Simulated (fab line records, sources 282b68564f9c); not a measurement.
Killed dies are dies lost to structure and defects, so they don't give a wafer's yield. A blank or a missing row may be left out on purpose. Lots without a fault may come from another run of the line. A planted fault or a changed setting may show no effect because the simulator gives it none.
Which tool did it? | flow rit_cmos | 7 lots, 21 wafers sampled, at 2 steps of a route of 202

WHAT THE GAUGES READ, wafer by wafer
RIT_SDANNEAL_RS_MEAS_06: measures by four-point-probe.
lot  | measured    | on            | PLDD_RS (ohm/sq)
L407 | day 3 19:46 | film_metro-01 | 179.3 179.2 178.7
L409 | day 4 08:54 | film_metro-04 | 178.5 178.5 178.7
L413 | day 5 00:07 | film_metro-01 | - - -
L415 | day 5 15:22 | film_metro-04 | - - -
L419 | day 6 10:23 | film_metro-01 | 178.8 178.7 179.3
L422 | day 6 21:35 | film_metro-01 | 178.0 178.0 178.1
L428 | day 7 22:18 | film_metro-04 | 178.3 179.1 178.3

WHICH TOOL RAN EACH LOT (tool, then ch and the chambers of the sampled wafers, then the start)
lot  | RIT_PLDD_IMPLANT_08
L407 | implanter-02 ch 0, day 3 12:18
L409 | implanter-03 ch 0, day 4 02:10
L413 | implanter-02 ch 0, day 4 17:33
L415 | implanter-02 ch 0, day 5 08:37
L419 | implanter-03 ch 0, day 6 02:46
L422 | implanter-03 ch 0, day 6 14:31
L428 | implanter-03 ch 0, day 7 15:51
- RIT_PLDD_IMPLANT_08

THE ANSWER, worked out from the rows above alone
Rule: what is usual is taken from the lots themselves. Put in order of their means at a reading, lots are off if they are a third of the lots or fewer, leave a main group of 4 or more, and stand apart from it by a gap of 3 or more times the standard deviation of the main group's means; of several such gaps the widest counts. A main group whose means are all the same, to the digits that the tables above print for the reading, isn't used. A lot without any number at a reading at which 4 lots or more have one is off too. The other lots that the step has rows for count as sound.
Off: L413, L415, at RIT_SDANNEAL_RS_MEAS_06 (PLDD_RS). Without a number there: L413, L415. The main group: mean 178.6 ohm/sq, standard deviation 0.36.
A tool fits if, at a process step before that reading, it ran every lot that is off, and no sound lot after the first of them. The gauges at RIT_SDANNEAL_RS_MEAS_06 are tried like those tools. One fits: implanter-02 at RIT_PLDD_IMPLANT_08. Its last sound lot is L407 (day 3 12:18), its first lot that is off L413 (day 4 17:33): a fault that began between those two fits.

WHAT THE SIMULATOR HAD PUT IN
Process parameter drift: implanter-02, from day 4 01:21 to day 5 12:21, at RIT_PLDD_IMPLANT_08. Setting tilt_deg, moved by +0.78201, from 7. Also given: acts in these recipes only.
Lots struck among those shown: L413, L415. The rule above found the same.
